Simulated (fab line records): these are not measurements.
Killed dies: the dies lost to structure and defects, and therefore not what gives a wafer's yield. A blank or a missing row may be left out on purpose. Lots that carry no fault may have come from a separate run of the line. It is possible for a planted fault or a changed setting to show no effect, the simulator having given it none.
Which tool was responsible? / flow berkeleyCmos170 / 72 wafers from 24 lots sampled at 6 of the route's 331 steps

## WHAT THE GAUGES SHOWED, per wafer
UCB170_ACTIVE_THK_MEAS_03.
lot=L074; measured=day 4 03:13; on=filmMetro-02; ACTIVE_OXIDE_THK (nm)=26.6 26.9 26.2
lot=L075; measured=day 4 03:13; on=filmMetro-03; ACTIVE_OXIDE_THK (nm)=25.2 25.8 25.6
lot=L076; measured=day 4 03:13; on=filmMetro-01; ACTIVE_OXIDE_THK (nm)=26.7 26.8 27.0
lot=L077; measured=day 4 09:39; on=filmMetro-01; ACTIVE_OXIDE_THK (nm)=26.2 26.6 26.1
lot=L079; measured=day 4 18:56; on=filmMetro-02; ACTIVE_OXIDE_THK (nm)=26.6 26.2 26.5
lot=L078; measured=day 4 18:58; on=filmMetro-03; ACTIVE_OXIDE_THK (nm)=25.9 26.3 25.7
lot=L080; measured=day 5 02:25; on=filmMetro-02; ACTIVE_OXIDE_THK (nm)=26.4 26.3 26.3
lot=L081; measured=day 5 02:25; on=filmMetro-03; ACTIVE_OXIDE_THK (nm)=25.9 26.2 26.1
lot=L082; measured=day 5 18:29; on=filmMetro-02; ACTIVE_OXIDE_THK (nm)=27.2 26.7 27.1
lot=L083; measured=day 5 18:31; on=filmMetro-01; ACTIVE_OXIDE_THK (nm)=26.9 26.6 26.4
lot=L084; measured=day 5 22:41; on=filmMetro-02; ACTIVE_OXIDE_THK (nm)=27.0 26.5 26.6
lot=L086; measured=day 5 22:44; on=filmMetro-03; ACTIVE_OXIDE_THK (nm)=26.9 26.5 26.9
lot=L085; measured=day 6 04:08; on=filmMetro-01; ACTIVE_OXIDE_THK (nm)=26.7 27.1 26.8
lot=L087; measured=day 6 04:08; on=filmMetro-02; ACTIVE_OXIDE_THK (nm)=25.3 25.9 25.5
lot=L088; measured=day 6 17:15; on=filmMetro-03; ACTIVE_OXIDE_THK (nm)=26.1 26.1 26.0
lot=L089; measured=day 7 00:11; on=filmMetro-02; ACTIVE_OXIDE_THK (nm)=25.5 26.0 25.8
lot=L090; measured=day 7 00:12; on=filmMetro-03; ACTIVE_OXIDE_THK (nm)=26.6 27.1 27.4
lot=L091; measured=day 7 07:35; on=filmMetro-01; ACTIVE_OXIDE_THK (nm)=27.3 27.3 27.3
lot=L093; measured=day 7 17:44; on=filmMetro-03; ACTIVE_OXIDE_THK (nm)=26.8 26.8 27.0
lot=L092; measured=day 7 17:45; on=filmMetro-02; ACTIVE_OXIDE_THK (nm)=25.7 26.1 26.1
lot=L094; measured=day 7 23:44; on=filmMetro-03; ACTIVE_OXIDE_THK (nm)=27.2 27.3 27.8
lot=L096; measured=day 8 06:11; on=filmMetro-02; ACTIVE_OXIDE_THK (nm)=26.3 26.2 25.7
lot=L095; measured=day 8 12:55; on=filmMetro-01; ACTIVE_OXIDE_THK (nm)=26.3 26.6 26.4
lot=L097; measured=day 8 12:55; on=filmMetro-02; ACTIVE_OXIDE_THK (nm)=26.9 26.7 27.0

UCB170_NLDD_CD_MEAS_06: target cd 1200 nm.
lot=L074; measured=day 6 10:09; on=cdSem-02; cdNm (nm)=1203.0 1201.7 1200.3
lot=L075; measured=day 6 11:02; on=cdSem-02; cdNm (nm)=1199.9 1202.4 1203.4
lot=L076; measured=day 6 10:47; on=cdSem-02; cdNm (nm)=1199.9 1199.5 1198.3
lot=L077; measured=day 6 10:16; on=cdSem-02; cdNm (nm)=1198.7 1200.0 1198.6
lot=L079; measured=day 6 18:44; on=cdSem-02; cdNm (nm)=1195.8 1197.8 1196.7
lot=L078; measured=day 6 19:02; on=cdSem-02; cdNm (nm)=1200.0 1199.7 1200.2
lot=L080; measured=day 7 09:11; on=cdSem-02; cdNm (nm)=1201.0 1201.7 1200.4
lot=L081; measured=day 7 08:57; on=cdSem-02; cdNm (nm)=1199.5 1200.1 1200.6
lot=L082; measured=day 8 02:17; on=cdSem-01; cdNm (nm)=1202.4 1203.2 1201.1
lot=L083; measured=day 8 00:52; on=cdSem-01; cdNm (nm)=1199.1 1199.5 1199.2
lot=L084; measured=day 8 02:03; on=cdSem-01; cdNm (nm)=1199.7 1200.6 1200.0
lot=L086; measured=day 8 01:21; on=cdSem-01; cdNm (nm)=1202.6 1202.6 1203.1
lot=L085; measured=day 8 01:41; on=cdSem-01; cdNm (nm)=1200.6 1199.7 1200.7
lot=L087; measured=day 8 01:57; on=cdSem-01; cdNm (nm)=1200.1 1199.6 1200.4
lot=L088; measured=day 8 23:56; on=cdSem-02; cdNm (nm)=1201.7 1201.0 1202.2
lot=L089; measured=day 9 00:34; on=cdSem-02; cdNm (nm)=1198.7 1199.7 1199.1
lot=L090; measured=day 9 00:21; on=cdSem-01; cdNm (nm)=1198.7 1200.5 1199.8
lot=L091; measured=day 9 11:37; on=cdSem-02; cdNm (nm)=1198.3 1200.4 1200.6
lot=L093; measured=day 10 02:46; on=cdSem-02; cdNm (nm)=1197.8 1197.1 1198.1
lot=L092; measured=day 10 03:05; on=cdSem-01; cdNm (nm)=1198.7 1198.8 1199.0
lot=L094; measured=day 10 15:40; on=cdSem-01; cdNm (nm)=1198.6 1199.4 1199.8
lot=L096; measured=day 10 15:58; on=cdSem-01; cdNm (nm)=1200.4 1200.9 1199.7
lot=L095; measured=day 11 00:53; on=cdSem-01; cdNm (nm)=1200.7 1201.6 1200.7
lot=L097; measured=day 11 01:03; on=cdSem-02; cdNm (nm)=1200.4 1199.5 1200.3

UCB170_NSD_TW_MEAS_10.
lot=L074; measured=day 6 18:39; on=filmMetro-03; NSD_TW=4072 4072 4082
lot=L075; measured=day 6 19:40; on=filmMetro-02; NSD_TW=4185 4176 4171
lot=L076; measured=day 6 19:02; on=filmMetro-02; NSD_TW=4171 4159 4183
lot=L077; measured=day 6 19:19; on=filmMetro-02; NSD_TW=4178 4195 4158
lot=L079; measured=day 7 03:21; on=filmMetro-01; NSD_TW=4186 4167 4172
lot=L078; measured=day 7 03:29; on=filmMetro-02; NSD_TW=4178 4176 4186
lot=L080; measured=day 7 17:31; on=filmMetro-01; NSD_TW=4183 4169 4173
lot=L081; measured=day 7 17:11; on=filmMetro-02; NSD_TW=4185 4214 4193
lot=L082; measured=day 8 10:19; on=filmMetro-01; NSD_TW=4165 4141 4160
lot=L083; measured=day 8 09:31; on=filmMetro-02; NSD_TW=4163 4157 4154
lot=L084; measured=day 8 10:34; on=filmMetro-03; NSD_TW=4072 4095 4073
lot=L086; measured=day 8 09:48; on=filmMetro-01; NSD_TW=4164 4135 4167
lot=L085; measured=day 8 10:04; on=filmMetro-03; NSD_TW=4067 4087 4092
lot=L087; measured=day 8 10:05; on=filmMetro-02; NSD_TW=4133 4151 4147
lot=L088; measured=day 9 07:36; on=filmMetro-03; NSD_TW=4076 4075 4092
lot=L089; measured=day 9 08:03; on=filmMetro-01; NSD_TW=4217 4185 4176
lot=L090; measured=day 9 07:44; on=filmMetro-01; NSD_TW=4164 4177 4172
lot=L091; measured=day 9 19:21; on=filmMetro-03; NSD_TW=4077 4086 4100
lot=L093; measured=day 10 10:49; on=filmMetro-03; NSD_TW=4106 4121 4131
lot=L092; measured=day 10 11:09; on=filmMetro-02; NSD_TW=4175 4152 4159
lot=L094; measured=day 11 02:07; on=filmMetro-03; NSD_TW=4091 4080 4110
lot=L096; measured=day 11 02:31; on=filmMetro-02; NSD_TW=4151 4163 4163
lot=L095; measured=day 11 09:54; on=filmMetro-02; NSD_TW=4196 4200 4173
lot=L097; measured=day 11 10:06; on=filmMetro-01; NSD_TW=4202 4177 4187

UCB170_SILICIDE_RS_MEAS_02: measures by four-point-probe.
lot=L074; measured=day 6 20:29; on=filmMetro-04; SILICIDE_TI_RS (ohm/sq)=26.4 26.2 26.4
lot=L075; measured=day 6 21:29; on=filmMetro-04; SILICIDE_TI_RS (ohm/sq)=26.3 26.2 26.1
lot=L076; measured=day 6 20:50; on=filmMetro-04; SILICIDE_TI_RS (ohm/sq)=25.7 26.1 26.0
lot=L077; measured=day 6 21:11; on=filmMetro-03; SILICIDE_TI_RS (ohm/sq)=26.2 25.8 26.2
lot=L079; measured=day 7 05:19; on=filmMetro-03; SILICIDE_TI_RS (ohm/sq)=26.0 26.5 26.4
lot=L078; measured=day 7 05:34; on=filmMetro-04; SILICIDE_TI_RS (ohm/sq)=25.8 26.0 25.9
lot=L080; measured=day 7 19:29; on=filmMetro-04; SILICIDE_TI_RS (ohm/sq)=26.4 26.0 26.8
lot=L081; measured=day 7 18:57; on=filmMetro-04; SILICIDE_TI_RS (ohm/sq)=26.5 26.1 25.6
lot=L082; measured=day 8 12:12; on=filmMetro-01; SILICIDE_TI_RS (ohm/sq)=26.2 25.8 26.3
lot=L083; measured=day 8 11:14; on=filmMetro-04; SILICIDE_TI_RS (ohm/sq)=25.1 25.8 26.0
lot=L084; measured=day 8 12:14; on=filmMetro-04; SILICIDE_TI_RS (ohm/sq)=26.1 25.7 25.7
lot=L086; measured=day 8 11:33; on=filmMetro-04; SILICIDE_TI_RS (ohm/sq)=25.9 25.9 25.9
lot=L085; measured=day 8 11:47; on=filmMetro-04; SILICIDE_TI_RS (ohm/sq)=27.1 26.3 26.3
lot=L087; measured=day 8 11:59; on=filmMetro-04; SILICIDE_TI_RS (ohm/sq)=26.4 26.6 26.7
lot=L088; measured=day 9 09:50; on=filmMetro-04; SILICIDE_TI_RS (ohm/sq)=25.7 25.3 25.2
lot=L089; measured=day 9 10:20; on=filmMetro-01; SILICIDE_TI_RS (ohm/sq)=25.6 26.1 25.7
lot=L090; measured=day 9 10:03; on=filmMetro-04; SILICIDE_TI_RS (ohm/sq)=26.9 26.8 26.9
lot=L091; measured=day 9 21:02; on=filmMetro-03; SILICIDE_TI_RS (ohm/sq)=26.5 26.4 26.6
lot=L093; measured=day 10 15:24; on=filmMetro-01; SILICIDE_TI_RS (ohm/sq)=26.2 26.0 26.1
lot=L092; measured=day 10 15:26; on=filmMetro-03; SILICIDE_TI_RS (ohm/sq)=26.2 26.1 25.8
lot=L094; measured=day 11 07:20; on=filmMetro-03; SILICIDE_TI_RS (ohm/sq)=25.9 26.1 26.0
lot=L096; measured=day 11 07:20; on=filmMetro-04; SILICIDE_TI_RS (ohm/sq)=26.1 26.5 26.5
lot=L095; measured=day 11 15:04; on=filmMetro-04; SILICIDE_TI_RS (ohm/sq)=25.8 26.1 26.0
lot=L097; measured=day 11 15:04; on=filmMetro-01; SILICIDE_TI_RS (ohm/sq)=26.7 26.8 26.6

UCB170_CONTACT_OVL_MEAS_16.
lot=L074; measured=day 7 00:47; on=overlay-01; CONTACT_OVL (nm)=1 -7 -3
lot=L075; measured=day 7 02:00; on=overlay-02; CONTACT_OVL (nm)=3 0 5
lot=L076; measured=day 7 01:46; on=overlay-02; CONTACT_OVL (nm)=11 4 14
lot=L077; measured=day 7 02:25; on=overlay-01; CONTACT_OVL (nm)=-6 1 4
lot=L079; measured=day 7 10:55; on=overlay-01; CONTACT_OVL (nm)=9 6 13
lot=L078; measured=day 7 12:06; on=overlay-01; CONTACT_OVL (nm)=3 2 4
lot=L080; measured=day 8 05:26; on=overlay-01; CONTACT_OVL (nm)=10 -7 3
lot=L081; measured=day 7 23:47; on=overlay-02; CONTACT_OVL (nm)=4 11 -1
lot=L082; measured=day 8 18:24; on=overlay-01; CONTACT_OVL (nm)=6 1 7
lot=L083; measured=day 8 15:27; on=overlay-02; CONTACT_OVL (nm)=-2 6 -1
lot=L084; measured=day 8 18:31; on=overlay-02; CONTACT_OVL (nm)=1 6 6
lot=L086; measured=day 8 17:59; on=overlay-01; CONTACT_OVL (nm)=6 4 5
lot=L085; measured=day 8 18:07; on=overlay-02; CONTACT_OVL (nm)=6 3 4
lot=L087; measured=day 8 18:10; on=overlay-02; CONTACT_OVL (nm)=2 -3 3
lot=L088; measured=day 9 14:02; on=overlay-02; CONTACT_OVL (nm)=2 12 3
lot=L089; measured=day 9 16:13; on=overlay-01; CONTACT_OVL (nm)=6 11 16
lot=L090; measured=day 9 14:29; on=overlay-01; CONTACT_OVL (nm)=-1 -5 -4
lot=L091; measured=day 10 01:35; on=overlay-02; CONTACT_OVL (nm)=4 5 4
lot=L093; measured=day 10 22:17; on=overlay-01; CONTACT_OVL (nm)=7 7 7
lot=L092; measured=day 10 22:01; on=overlay-02; CONTACT_OVL (nm)=4 4 1
lot=L094; measured=day 11 15:23; on=overlay-01; CONTACT_OVL (nm)=-5 12 8
lot=L096; measured=day 11 15:11; on=overlay-01; CONTACT_OVL (nm)=0 0 -5
lot=L095; measured=day 11 20:37; on=overlay-01; CONTACT_OVL (nm)=7 12 5
lot=L097; measured=day 11 20:15; on=overlay-02; CONTACT_OVL (nm)=3 2 3

UCB170_M2_CD_MEAS_90: target cd 700 nm.
lot=L074; measured=day 7 12:14; on=cdSem-02; cdNm (nm)=704 699 703
lot=L075; measured=day 7 13:48; on=cdSem-02; cdNm (nm)=700 702 704
lot=L076; measured=day 7 13:26; on=cdSem-02; cdNm (nm)=697 697 699
lot=L077; measured=day 7 13:55; on=cdSem-02; cdNm (nm)=699 698 697
lot=L079; measured=day 8 01:05; on=cdSem-01; cdNm (nm)=705 702 701
lot=L078; measured=day 8 01:28; on=cdSem-01; cdNm (nm)=699 699 700
lot=L080; measured=day 8 19:34; on=cdSem-02; cdNm (nm)=696 703 699
lot=L081; measured=day 8 11:52; on=cdSem-01; cdNm (nm)=696 697 703
lot=L082; measured=day 9 06:26; on=cdSem-02; cdNm (nm)=701 706 706
lot=L083; measured=day 9 06:10; on=cdSem-01; cdNm (nm)=699 705 701
lot=L084; measured=day 9 06:34; on=cdSem-02; cdNm (nm)=696 701 701
lot=L086; measured=day 9 05:08; on=cdSem-02; cdNm (nm)=702 702 704
lot=L085; measured=day 9 05:50; on=cdSem-01; cdNm (nm)=700 700 700
lot=L087; measured=day 9 06:59; on=cdSem-01; cdNm (nm)=700 699 698
lot=L088; measured=day 10 02:31; on=cdSem-01; cdNm (nm)=703 699 702
lot=L089; measured=day 10 03:17; on=cdSem-01; cdNm (nm)=706 705 694
lot=L090; measured=day 10 03:02; on=cdSem-02; cdNm (nm)=702 702 699
lot=L091; measured=day 10 13:16; on=cdSem-02; cdNm (nm)=707 704 703
lot=L093; measured=day 11 11:27; on=cdSem-02; cdNm (nm)=700 701 702
lot=L092; measured=day 11 11:14; on=cdSem-01; cdNm (nm)=709 705 704
lot=L094; measured=day 12 03:16; on=cdSem-02; cdNm (nm)=706 699 700
lot=L096; measured=day 12 03:09; on=cdSem-02; cdNm (nm)=702 702 703
lot=L095; measured=day 12 14:21; on=cdSem-01; cdNm (nm)=705 704 707
lot=L097; measured=day 12 06:53; on=cdSem-02; cdNm (nm)=705 700 699

## WHICH TOOL RAN EACH LOT (tool, then ch and the chambers of the sampled wafers, then the start)
The record shows no process step preceding these readings.

## WHAT THE TOOLS THEMSELVES READ (means of the sampled wafers that have a number; where no wafer has one, the mark that the record gives instead)
The record holds no such reading with a usual standard deviation.

## THE ANSWER, worked out from the rows above alone
Rule: the usual values come from the lots themselves. The widest of any qualifying gaps counts: lots, ordered by their means at a reading, are off when they make up no more than a third of the lots, leave a main group of 4 or more, and stand apart from it by 3 or more times the standard deviation of that group's means. A main group is skipped when, at the precision printed for the reading in the tables above, its means are all equal. Also off: a lot with no number at a reading for which 4 or more lots have one. Where the step has rows for the other lots, those lots are counted as sound. Order of review: gauges by route order, followed by the tools' own readings, for which a lot's mean as printed above is used. At the first step where some lot is off, the reading lying furthest off is the one used; lots without a number count as furthest.
No lot is off on any of the readings shown, so nothing can be concluded from this.

## WHAT WAS PUT IN BY THE SIMULATOR
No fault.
